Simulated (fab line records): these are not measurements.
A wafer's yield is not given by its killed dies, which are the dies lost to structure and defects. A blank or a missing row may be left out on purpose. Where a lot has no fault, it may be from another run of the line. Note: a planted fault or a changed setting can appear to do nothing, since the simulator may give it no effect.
fab line records	flow berkeley-cmos170
record: lots: 5	wafers: 23
route steps=331 shown NLDD@167 NSD@191 BACKSIDE@200 SDANNEAL@204 SILICIDE@211 CONTACT@220 M1@242 V1@254
start-h: hours from the record's opening day to when the first of the lot's shown wafers began	wait-h: hours since the lot's step before	" identical to the entry in the row above	L1.1+2: several wafers, shown together as one row	- no value, or no start was given	* or withheld: withheld	< > ~ a bound
route shown NAME@n: NAME is a module with steps in the file, n the number in the route of the first one	usual: the fault-free wafers' mean and standard deviation	same: alike in all rows	chamber/n: place in a boat	sites: readings site by site	_std_site: standard deviation across them	_edge_site: inner sites' mean taken away from outer sites' mean	radius-mm: how far each site lies from the wafer's centre	mask NAME#n: copy n	behind: tool/chamber where the wafer was last shaped	hold: why the lot was held/for how many hours/how that ended	device: names the non-switching transistor (n, p or np)	end of line: the route-end tests of the same wafers	where a step has no rows: the recipe by itself	killed: at the first sort, the dies lost to defects and structure; wafer yield is something else	map: per-die view of a wafer (x killed, . not killed, _ where there is no die)
set.NAME: the setting as run; set.NAME@STEP: as run at that earlier step	model.NAME: the simulator's own value behind a step, which no gauge read
one table per step and one row per wafer, for lots whose settings were changed on purpose
== steps ==
step: UCB170_NLDD_IMPLANT_09
recipe: species: As	dose-cm2: 5e+13	energy-kev: 30	tilt-deg: 7	rotation-deg: 180
lot.wafer	tool	chamber	start-h	wait-h	set.dose-cm2
L074.1+2+4+5+6	implanter-04	0	159.47	0.1	5e+13
L076.1+6	implanter-04	0	160.58	0.1	5.209e+13
L076.2+3+5	"	0	"	"	5e+13
L083.1+2+6	implanter-03	0	195.63	0.1	5e+13
L083.3+5	"	0	"	"	4.754e+13
L084.1+3	implanter-04	0	195.90	0.1	4.892e+13
L084.2+4+5	"	0	"	"	5e+13
L085.1+2+4	implanter-03	0	196.35	0.1	5e+13
step: UCB170_NLDD_STRIP_10
recipe: chemistry: O2	power-w: 400	pressure-mtorr: 3500	platen-temp-c: withheld	o2-flow-sccm: 400	overash-fraction: 0.5
usual: strip-time-to-endpoint-s: 21.64/0.08
lot.wafer	tool	chamber	start-h	wait-h	set.spin-rpm@NLDD_COAT_01	strip-time-to-endpoint-s
L074.1	plasma-asher-04	0	159.62	0.1	1393	22.46
L074.2	"	1	"	"	1500	21.61
L074.4	"	0	"	"	1393	22.45
L074.5	"	1	"	"	1393	22.37
L074.6	"	0	"	"	1500	21.61
L076.1	plasma-asher-03	0	160.73	0.1	1500	21.70
L076.2	"	1	"	"	1500	21.61
L076.3	"	0	"	"	1574	21.23
L076.5	"	1	"	"	1574	21.20
L076.6	"	0	"	"	1574	21.15
L083.1	plasma-asher-04	1	195.78	0.1	1453	21.94
L083.2	"	0	"	"	1500	21.64
L083.3	"	0	"	"	1453	22.02
L083.5	"	1	"	"	1500	21.66
L083.6	"	0	"	"	1453	22.02
L084.1	plasma-asher-03	0	196.05	0.1	1584	21.17
L084.2	"	1	"	"	1584	21.12
L084.3	"	0	"	"	1500	21.73
L084.4	"	1	"	"	1500	21.69
L084.5	"	0	"	"	1584	21.17
L085.1	plasma-asher-04	1	196.50	0.1	1500	21.51
L085.2	"	0	"	"	1500	21.52
L085.4	"	1	"	"	1500	21.57
step: UCB170_NSD_PEB_04
recipe: peb-temp-c: 130	peb-time-s: withheld	resist: KrF
lot.wafer	tool	chamber	start-h	wait-h	set.peb-temp-c
L074.1+4+6	litho-track-03	0	168.16	0.4	130
L074.2+5	"	0	"	"	128.2
L076.1+2+5	litho-track-01	0	168.61	0.3	130
L076.3+6	"	0	"	"	128.1
L083.1+2+3+5+6	litho-track-01	0	205.06	0.4	130
L085.1+2+4	litho-track-04	0	205.30	0.1	130
L084.1+5	litho-track-04	0	205.58	0.1	133.6
L084.2+3+4	"	0	"	"	130
step: UCB170_NSD_DEVELOP_05
recipe: developer: TMAH	develop-time-s: 45	resist: KrF	dev-temp-c: 21
step: UCB170_NSD_CD_MEAS_06
recipe: target-cd-nm: 1200
usual: cd-nm: 1199.6/1.6
lot.wafer	tool	chamber	start-h	wait-h	set.peb-temp-c@NSD_PEB_04	cd-nm
L074.1	cd-sem-02	-	168.43	-	130	1200.9
L074.2	"	-	"	"	128.2	1187.7
L074.4	"	-	"	"	130	1200.5
L074.5	"	-	"	"	128.2	1188.5
L074.6	"	-	"	"	130	1201.5
L076.1	cd-sem-02	-	168.88	-	130	1200.7
L076.2	"	-	"	"	130	1202.4
L076.3	"	-	"	"	128.1	1186.6
L076.5	"	-	"	"	130	1201.1
L076.6	"	-	"	"	128.1	1187.5
L083.1	cd-sem-02	-	205.34	-	130	1196.6
L083.2	"	-	"	"	130	1196.3
L083.3	"	-	"	"	130	1195.0
L083.5	"	-	"	"	130	1196.9
L083.6	"	-	"	"	130	1196.5
L085.1	cd-sem-02	-	205.58	-	130	1200.7
L085.2	"	-	"	"	130	1198.8
L085.4	"	-	"	"	130	1199.0
L084.1	cd-sem-02	-	205.85	-	133.6	1221.1
L084.2	"	-	"	"	130	1199.8
L084.3	"	-	"	"	130	1200.7
L084.4	"	-	"	"	130	1200.5
L084.5	"	-	"	"	133.6	1223.3
step: UCB170_BACKSIDE_COAT_01
recipe: resist: KrF	spin-rpm: 1500	resist-thk-nm: 900
lot.wafer	tool	chamber	start-h	wait-h	set.spin-rpm	model.KrF_of_BACKSIDE_COAT_01.thk-nm
L074.1	litho-track-04	0	169.22	0.1	1500	899.4
L074.2	"	0	"	"	1405	928.6
L074.4	"	0	"	"	1405	927.1
L074.5	"	0	"	"	1500	898.3
L074.6	"	0	"	"	1405	932.1
L076.1	litho-track-01	0	169.85	0.1	1578	875.6
L076.2	"	0	"	"	1578	872.8
L076.3	"	0	"	"	1500	897.2
L076.5	"	0	"	"	1500	895.7
L076.6	"	0	"	"	1578	874.2
L083.1	litho-track-04	0	206.13	0.1	1500	900.9
L083.2	"	0	"	"	1417	925.8
L083.3	"	0	"	"	1417	924.9
L083.5	"	0	"	"	1500	900.4
L083.6	"	0	"	"	1500	901.5
L085.1	litho-track-02	0	206.50	0.1	1500	899.2
L085.2	"	0	"	"	1500	899.4
L085.4	"	0	"	"	1500	901.9
L084.1	litho-track-04	0	206.64	0.1	1500	901.5
L084.2	"	0	"	"	1448	917.7
L084.3	"	0	"	"	1448	917.3
L084.4	"	0	"	"	1500	901.8
L084.5	"	0	"	"	1500	900.7
step: UCB170_BACKSIDE_SOFTBAKE_02
recipe: resist: KrF	temp-c: 130	time-s: 60
step: UCB170_BACKSIDE_STRIP_03
recipe: chemistry: O2	power-w: 400	pressure-mtorr: 3500	platen-temp-c: withheld	o2-flow-sccm: 400	overash-fraction: 0.5
usual: strip-time-to-endpoint-s: 21.95/0.057
lot.wafer	tool	chamber	start-h	wait-h	set.spin-rpm@BACKSIDE_COAT_01	strip-time-to-endpoint-s
L074.1	plasma-asher-02	0	169.52	0.1	1500	21.95
L074.2	"	1	"	"	1405	22.65
L074.4	"	1	"	"	1405	22.60
L074.5	"	0	"	"	1500	21.93
L074.6	"	1	"	"	1405	22.74
L076.1	plasma-asher-02	1	170.15	0.1	1578	21.40
L076.2	"	0	"	"	1578	21.33
L076.3	"	1	"	"	1500	21.90
L076.5	"	1	"	"	1500	21.87
L076.6	"	0	"	"	1578	21.35
L083.1	plasma-asher-03	0	206.43	0.1	1500	21.98
L083.2	"	1	"	"	1417	22.59
L083.3	"	1	"	"	1417	22.57
L083.5	"	1	"	"	1500	21.97
L083.6	"	0	"	"	1500	22.00
L085.1	plasma-asher-02	0	206.80	0.1	1500	21.95
L085.2	"	1	"	"	1500	21.96
L085.4	"	0	"	"	1500	22.03
L084.1	plasma-asher-03	1	206.94	0.1	1500	22.01
L084.2	"	0	"	"	1448	22.37
L084.3	"	0	"	"	1448	22.36
L084.4	"	1	"	"	1500	22.01
L084.5	"	0	"	"	1500	21.98
step: UCB170_BACKSIDE_CLEAN_04
recipe: chemistry: SPM	temp-c: 120	time-s: 600
step: UCB170_SDANNEAL_RTA_00
recipe: temp-c: 900	time-s: 10	ambient: N2
step: UCB170_SDANNEAL_RS_MEAS_05
recipe: thk-meas-gauge: four-point-probe
usual: NLDD_RS: 616.2/1.2
lot.wafer	tool	chamber	start-h	wait-h	set.dose-cm2@NLDD_IMPLANT_09	NLDD_RS[ohm/sq]
L074.1	film-metro-01	-	170.43	0.1	5e+13	614.9
L074.2	"	-	"	"	5e+13	615.7
L074.4	"	-	"	"	5e+13	614.3
L074.5	"	-	"	"	5e+13	614.6
L074.6	"	-	"	"	5e+13	615.1
L076.1	film-metro-03	-	170.96	0.1	5.209e+13	606.8
L076.2	"	-	"	"	5e+13	615.7
L076.3	"	-	"	"	5e+13	615.9
L076.5	"	-	"	"	5e+13	614.1
L076.6	"	-	"	"	5.209e+13	607.7
L083.1	film-metro-01	-	207.19	0.1	5e+13	618.0
L083.2	"	-	"	"	5e+13	618.1
L083.3	"	-	"	"	4.754e+13	628.6
L083.5	"	-	"	"	4.754e+13	627.9
L083.6	"	-	"	"	5e+13	617.6
L085.1	film-metro-03	-	207.56	0.1	5e+13	616.9
L085.2	"	-	"	"	5e+13	614.9
L085.4	"	-	"	"	5e+13	618.7
L084.1	film-metro-04	-	207.70	0.1	4.892e+13	622.6
L084.2	"	-	"	"	5e+13	617.0
L084.3	"	-	"	"	4.892e+13	622.6
L084.4	"	-	"	"	5e+13	617.1
L084.5	"	-	"	"	5e+13	618.9
step: UCB170_SILICIDE_SPUTTER_01
recipe: material: Ti	target-thk-nm: 30	time-s: 25	power-w: 1500	chamber-pressure-pa: 0.5
lot.wafer	tool	chamber	start-h	wait-h	set.power-w	model.Ti_of_SILICIDE_SPUTTER_01.thk-nm
L074.1	pvd-sputter-04	-	170.62	0.0	1597	32.51
L074.2	"	-	"	"	1597	32.36
L074.4	"	-	"	"	1500	30.34
L074.5	"	-	"	"	1597	32.26
L074.6	"	-	"	"	1500	30.13
L076.1	pvd-sputter-04	-	171.15	0.0	1372	27.21
L076.2	"	-	"	"	1500	30.04
L076.3	"	-	"	"	1372	27.13
L076.5	"	-	"	"	1500	29.85
L076.6	"	-	"	"	1500	29.86
L083.1	pvd-sputter-02	-	207.38	0.0	1581	32.24
L083.2	"	-	"	"	1500	30.55
L083.3	"	-	"	"	1500	30.64
L083.5	"	-	"	"	1500	30.68
L083.6	"	-	"	"	1581	32.09
L085.1	pvd-sputter-04	-	207.74	0.0	1500	30
L085.2	"	-	"	"	1500	30.4
L085.4	"	-	"	"	1500	30.12
L084.1	pvd-sputter-03	-	207.89	0.0	1500	30.12
L084.2	"	-	"	"	1636	32.45
L084.3	"	-	"	"	1636	32.53
L084.4	"	-	"	"	1500	30.24
L084.5	"	-	"	"	1636	32.78
step: UCB170_SILICIDE_RS_MEAS_02
recipe: thk-meas-gauge: four-point-probe	reads: Ti_of_SILICIDE_SPUTTER_01
usual: SILICIDE_TI_RS: 26.1/0.31
lot.wafer	tool	chamber	start-h	wait-h	set.power-w@SILICIDE_SPUTTER_01	SILICIDE_TI_RS[ohm/sq]
L074.1	film-metro-02	-	170.68	0.0	1597	23.8
L074.2	"	-	"	"	1597	23.9
L074.4	"	-	"	"	1500	25.8
L074.5	"	-	"	"	1597	24.0
L074.6	"	-	"	"	1500	26.1
L076.1	film-metro-02	-	171.32	0.2	1372	29.5
L076.2	"	-	"	"	1500	26.3
L076.3	"	-	"	"	1372	29.6
L076.5	"	-	"	"	1500	26.4
L076.6	"	-	"	"	1500	26.4
L083.1	film-metro-01	-	207.42	0.0	1581	23.9
L083.2	"	-	"	"	1500	25.5
L083.3	"	-	"	"	1500	25.4
L083.5	"	-	"	"	1500	25.4
L083.6	"	-	"	"	1581	24.1
L085.1	film-metro-02	-	207.77	0.0	1500	26.1
L085.2	"	-	"	"	1500	25.7
L085.4	"	-	"	"	1500	26.0
L084.1	film-metro-01	-	207.92	0.0	1500	26.0
L084.2	"	-	"	"	1636	23.8
L084.3	"	-	"	"	1636	23.7
L084.4	"	-	"	"	1500	25.8
L084.5	"	-	"	"	1636	23.6
step: UCB170_SILICIDE_THK_MEAS_03
recipe: thk-meas-gauge: xrf	reads: Ti_of_SILICIDE_SPUTTER_01
usual: SILICIDE_TI_THK: 30.50/0.29
lot.wafer	tool	chamber	start-h	wait-h	set.power-w@SILICIDE_SPUTTER_01	SILICIDE_TI_THK[nm]
L074.1	film-metro-02	-	170.80	0.1	1597	33.27
L074.2	"	-	"	"	1597	32.97
L074.4	"	-	"	"	1500	30.85
L074.5	"	-	"	"	1597	32.84
L074.6	"	-	"	"	1500	30.69
L076.1	film-metro-02	-	171.44	0.1	1372	27.74
L076.2	"	-	"	"	1500	30.56
L076.3	"	-	"	"	1372	27.66
L076.5	"	-	"	"	1500	30.37
L076.6	"	-	"	"	1500	30.54
L083.1	film-metro-01	-	207.54	0.1	1581	32.59
L083.2	"	-	"	"	1500	30.84
L083.3	"	-	"	"	1500	30.98
L083.5	"	-	"	"	1500	30.87
L083.6	"	-	"	"	1581	32.41
L085.1	film-metro-02	-	207.89	0.1	1500	30.44
L085.2	"	-	"	"	1500	30.78
L085.4	"	-	"	"	1500	30.67
L084.1	film-metro-01	-	208.04	0.1	1500	30.49
L084.2	"	-	"	"	1636	32.82
L084.3	"	-	"	"	1636	32.85
L084.4	"	-	"	"	1500	30.55
L084.5	"	-	"	"	1636	33.08
step: UCB170_CONTACT_COAT_04
recipe: resist: KrF	spin-rpm: 1500	resist-thk-nm: 900
lot.wafer	tool	chamber	start-h	wait-h	set.resist-thk-nm	model.KrF_of_CONTACT_COAT_04.thk-nm
L074.1	litho-track-04	0	173.12	0.1	884.4	883.6
L074.2	"	0	"	"	900	898.5
L074.4	"	0	"	"	900	897.3
L074.5	"	0	"	"	884.4	883.9
L074.6	"	0	"	"	884.4	885
L076.1	litho-track-03	0	175.18	0.1	848.1	850
L076.2	"	0	"	"	900	906.7
L076.3	"	0	"	"	848.1	853.5
L076.5	"	0	"	"	900	903.8
L076.6	"	0	"	"	848.1	852.8
L083.1	litho-track-02	0	209.86	0.1	900	900.1
L083.2	"	0	"	"	938.7	940.1
L083.3	"	0	"	"	938.7	937.9
L083.5	"	0	"	"	900	898.3
L083.6	"	0	"	"	938.7	939.2
L085.1	litho-track-03	0	210.22	0.1	900	901.2
L085.2	"	0	"	"	900	901.1
L085.4	"	0	"	"	900	900.8
L084.1	litho-track-02	0	211.64	0.1	923.4	922.3
L084.2	"	0	"	"	900	899.8
L084.3	"	0	"	"	923.4	920
L084.4	"	0	"	"	900	897.3
L084.5	"	0	"	"	900	896
step: UCB170_CONTACT_SOFTBAKE_05
recipe: resist: KrF	temp-c: 130	time-s: 60
step: UCB170_CONTACT_STRIP_06
recipe: chemistry: O2	power-w: 400	pressure-mtorr: 3500	platen-temp-c: withheld	o2-flow-sccm: 400	overash-fraction: 0.5
usual: strip-time-to-endpoint-s: 21.98/0.079
lot.wafer	tool	chamber	start-h	wait-h	set.resist-thk-nm@CONTACT_COAT_04	strip-time-to-endpoint-s
L074.1	plasma-asher-02	1	173.42	0.1	884.4	21.56
L074.2	"	0	"	"	900	21.93
L074.4	"	0	"	"	900	21.89
L074.5	"	0	"	"	884.4	21.57
L074.6	"	1	"	"	884.4	21.60
L076.1	plasma-asher-02	1	175.48	0.1	848.1	20.77
L076.2	"	0	"	"	900	22.13
L076.3	"	1	"	"	848.1	20.85
L076.5	"	0	"	"	900	22.06
L076.6	"	1	"	"	848.1	20.83
L083.1	plasma-asher-02	1	210.16	0.1	900	21.97
L083.2	"	0	"	"	938.7	22.92
L083.3	"	1	"	"	938.7	22.86
L083.5	"	0	"	"	900	21.92
L083.6	"	1	"	"	938.7	22.89
L085.1	plasma-asher-03	0	210.52	0.1	900	22.00
L085.2	"	1	"	"	900	21.99
L085.4	"	0	"	"	900	21.98
L084.1	plasma-asher-02	0	211.94	0.1	923.4	22.50
L084.2	"	1	"	"	900	21.95
L084.3	"	1	"	"	923.4	22.44
L084.4	"	0	"	"	900	21.89
L084.5	"	1	"	"	900	21.88
step: UCB170_M1_COAT_04
recipe: resist: KrF	spin-rpm: 1500	resist-thk-nm: 900
lot.wafer	tool	chamber	start-h	wait-h	set.spin-rpm	model.KrF_of_M1_COAT_04.thk-nm
L074.1	litho-track-01	0	-	-	1500	898.7
L074.2	"	0	"	"	1500	899.2
L074.4	"	0	"	"	1500	899
L074.5	"	0	"	"	1500	897.5
L074.6	"	0	"	"	1500	896.3
L076.1	litho-track-01	0	-	-	1420	922.6
L076.2	"	0	"	"	1500	896.7
L076.3	"	0	"	"	1500	898.2
L076.5	"	0	"	"	1500	897
L076.6	"	0	"	"	1420	922.1
L083.1	litho-track-01	0	-	-	1500	900.3
L083.2	"	0	"	"	1529	893.6
L083.3	"	0	"	"	1500	902.4
L083.5	"	0	"	"	1500	899.6
L083.6	"	0	"	"	1529	892.9
L085.1	litho-track-03	0	-	-	1500	894.5
L085.2	"	0	"	"	1500	897
L085.4	"	0	"	"	1500	895.4
L084.1	litho-track-01	0	-	-	1565	884.7
L084.2	"	0	"	"	1565	884.4
L084.3	"	0	"	"	1500	906.8
L084.4	"	0	"	"	1565	881.3
L084.5	"	0	"	"	1500	903.2
step: UCB170_M1_ETCH_11
recipe: chemistry: N2/H2	target-depth-a: withheld	overetch-a: withheld	target: BARC	time-s: withheld	source-w: 500	bias-w: 100	pressure-mtorr: 30	n2-flow-sccm: 100	h2-flow-sccm: 200
usual: oes-product-au: 0.999/0.017
lot.wafer	tool	chamber	start-h	wait-h	set.source-w	oes-product-au
L074.1	rie-diel-03	3	177.87	0.0	547.4	1.081
L074.2	"	1	"	"	547.4	1.052
L074.4	"	0	"	"	500	1.022
L074.5	"	3	"	"	500	1.023
L074.6	"	1	"	"	547.4	1.049
L076.1	rie-diel-04	0	179.38	0.0	500	0.970
L076.2	"	1	"	"	551.1	1.073
L076.3	"	3	"	"	500	1.029
L076.5	"	0	"	"	500	0.969
L076.6	"	3	"	"	551.1	1.086
L083.1	rie-diel-01	1	213.80	0.0	536.2	1.024
L083.2	"	3	"	"	536.2	1.031
L083.3	"	2	"	"	500	0.978
L083.5	"	1	"	"	500	0.985
L083.6	"	2	"	"	500	0.983
L085.1	rie-diel-01	2	214.08	0.0	500	0.976
L085.2	"	1	"	"	500	0.995
L085.4	"	3	"	"	500	0.985
L084.1	rie-diel-03	3	215.99	0.0	500	1.021
L084.2	"	0	"	"	500	1.013
L084.3	"	2	"	"	500	0.993
L084.4	"	1	"	"	451.5	0.956
L084.5	"	0	"	"	451.5	0.969
step: UCB170_V1_CVD_00
recipe: material: SiO2	target-thk-nm: 2000	temp-c: 390	precursor: TEOS/O2	time-s: 250	rf-w: 550	pressure-mtorr: 9000
lot.wafer	tool	chamber	start-h	wait-h	set.time-s	model.SiO2_of_V1_CVD_00.thk-nm
L074.1	pecvd-03	2	180.04	0.0	250	1997
L074.2	"	0	"	"	250	1992
L074.4	"	2	"	"	225.1	1824
L074.5	"	1	"	"	225.1	1833
L074.6	"	0	"	"	225.1	1816
L076.1	pecvd-02	2	181.53	0.2	250	1947
L076.2	"	1	"	"	250	1968
L076.3	"	0	"	"	239.4	1903
L076.5	"	1	"	"	250	2023
L076.6	"	2	"	"	239.4	1897
L083.1	pecvd-02	1	215.64	0.0	234.6	1856
L083.2	"	2	"	"	250	1970
L083.3	"	0	"	"	234.6	1874
L083.5	"	0	"	"	250	2020
L083.6	"	2	"	"	250	2012
L085.1	pecvd-01	2	216.98	0.0	250	1994
L085.2	"	0	"	"	250	1998
L085.4	"	1	"	"	250	1975
L084.1	pecvd-03	2	218.31	0.0	284	2237
L084.2	"	1	"	"	250	1993
L084.3	"	0	"	"	284	2246
L084.4	"	1	"	"	250	2026
L084.5	"	2	"	"	284	2303
step: UCB170_V1_THK_MEAS_01
recipe: reads: SiO2_of_V1_CVD_00
usual: V1_TEOS_THK: 2002/25
lot.wafer	tool	chamber	start-h	wait-h	set.time-s@V1_CVD_00	V1_TEOS_THK[nm]
L074.1	film-metro-03	-	180.20	0.1	250	1998
L074.2	"	-	"	"	250	1991
L074.4	"	-	"	"	225.1	1824
L074.5	"	-	"	"	225.1	1833
L074.6	"	-	"	"	225.1	1816
L076.1	film-metro-02	-	181.69	0.1	250	1947
L076.2	"	-	"	"	250	1967
L076.3	"	-	"	"	239.4	1902
L076.5	"	-	"	"	250	2023
L076.6	"	-	"	"	239.4	1898
L083.1	film-metro-04	-	215.80	0.1	234.6	1856
L083.2	"	-	"	"	250	1968
L083.3	"	-	"	"	234.6	1876
L083.5	"	-	"	"	250	2019
L083.6	"	-	"	"	250	2012
L085.1	film-metro-02	-	217.13	0.1	250	1995
L085.2	"	-	"	"	250	1998
L085.4	"	-	"	"	250	1976
L084.1	film-metro-03	-	218.47	0.1	284	2237
L084.2	"	-	"	"	250	1992
L084.3	"	-	"	"	284	2246
L084.4	"	-	"	"	250	2025
L084.5	"	-	"	"	284	2303
step: UCB170_V1_ETCH_14
recipe: chemistry: CHF3/CF4/Ar	target: SiO2	stop-on: Al	CHF3_flow_sccm: 45	cf4-flow-sccm: 15	Ar_flow_sccm: 150	pressure-mtorr: 200	rf-w: 700	target-depth-a: 12500	over-etch-frac: 0.25	time-s: 291
lot.wafer	tool	chamber	start-h	wait-h	set.rf-w	model.KrF_of_V1_COAT_07.thk-nm
L074.1	rie-diel-01	0	181.95	0.0	700	604.1
L074.2	"	2	"	"	700	608.6
L074.4	"	1	"	"	700	611
L074.5	"	2	"	"	700	607.5
L074.6	"	3	"	"	700	605.7
L076.1	rie-diel-04	2	183.96	0.0	700	610
L076.2	"	3	"	"	767.7	586.7
L076.3	"	1	"	"	700	604.5
L076.5	"	1	"	"	767.7	592.6
L076.6	"	2	"	"	767.7	594.7
L083.1	rie-diel-02	1	217.69	0.0	700	612
L083.2	"	3	"	"	700	605.2
L083.3	"	2	"	"	700	608.6
L083.5	"	3	"	"	700	606.6
L083.6	"	2	"	"	700	607.6
L085.1	rie-diel-01	0	219.42	0.0	700	613.7
L085.2	"	3	"	"	700	616.3
L085.4	"	2	"	"	700	616.9
L084.1	rie-diel-04	3	220.47	0.0	700	607.4
L084.2	"	0	"	"	700	613.6
L084.3	"	2	"	"	781.7	599.9
L084.4	"	1	"	"	781.7	595.6
L084.5	"	0	"	"	700	610.5
== key ==
split: step: UCB170_NLDD_IMPLANT_09	setting: dose-cm2	stated: 5e+13	by: wafer
response: step: UCB170_SDANNEAL_RS_MEAS_05	reading: NLDD_RS	change: -2.05	per: 1%	r: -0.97
split: step: UCB170_NSD_PEB_04	setting: peb-temp-c	stated: 130	by: wafer
response: step: UCB170_NSD_CD_MEAS_06	reading: cd-nm	change: +8.46	per: 1%	r: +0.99
split: step: UCB170_BACKSIDE_COAT_01	setting: spin-rpm	stated: 1500	by: wafer
response: step: UCB170_BACKSIDE_COAT_01	reading: model.KrF_of_BACKSIDE_COAT_01.thk-nm	change: -4.55	per: 1%	r: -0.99
response: step: UCB170_BACKSIDE_STRIP_03	reading: strip-time-to-endpoint-s	change: *	per: 1%	r: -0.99
split: step: UCB170_SILICIDE_SPUTTER_01	setting: power-w	stated: 1500	by: wafer
response: step: UCB170_SILICIDE_SPUTTER_01	reading: model.Ti_of_SILICIDE_SPUTTER_01.thk-nm	change: +0.298	per: 1%	r: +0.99
response: step: UCB170_SILICIDE_RS_MEAS_02	reading: SILICIDE_TI_RS	change: -0.302	per: 1%	r: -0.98
response: step: UCB170_SILICIDE_THK_MEAS_03	reading: SILICIDE_TI_THK	change: +0.304	per: 1%	r: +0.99
split: step: UCB170_CONTACT_COAT_04	setting: resist-thk-nm	stated: 900	by: wafer
response: step: UCB170_CONTACT_COAT_04	reading: model.KrF_of_CONTACT_COAT_04.thk-nm	change: +9.15	per: 1%	r: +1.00
response: step: UCB170_CONTACT_STRIP_06	reading: strip-time-to-endpoint-s	change: *	per: 1%	r: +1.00
split: step: UCB170_M1_COAT_04	setting: spin-rpm	stated: 1500	by: wafer
response: step: UCB170_M1_COAT_04	reading: model.KrF_of_M1_COAT_04.thk-nm	change: -4.74	per: 1%	r: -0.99
split: step: UCB170_M1_ETCH_11	setting: source-w	stated: 500	by: wafer
response: step: UCB170_M1_ETCH_11	reading: oes-product-au	change: +0.00604	per: 1%	r: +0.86
split: step: UCB170_V1_CVD_00	setting: time-s	stated: 250	by: wafer
response: step: UCB170_V1_CVD_00	reading: model.SiO2_of_V1_CVD_00.thk-nm	change: +18.5	per: 1%	r: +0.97
response: step: UCB170_V1_THK_MEAS_01	reading: V1_TEOS_THK	change: +18.5	per: 1%	r: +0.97
split: step: UCB170_V1_ETCH_14	setting: rf-w	stated: 700	by: wafer
response: step: UCB170_V1_ETCH_14	reading: model.KrF_of_V1_COAT_07.thk-nm	change: -1.32	per: 1%	r: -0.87
split outside-this-file step=UCB170_NLDD_COAT_01 setting=spin-rpm
split outside-this-file: this setting was split too, and the file shows its column; the key of that split is in another file
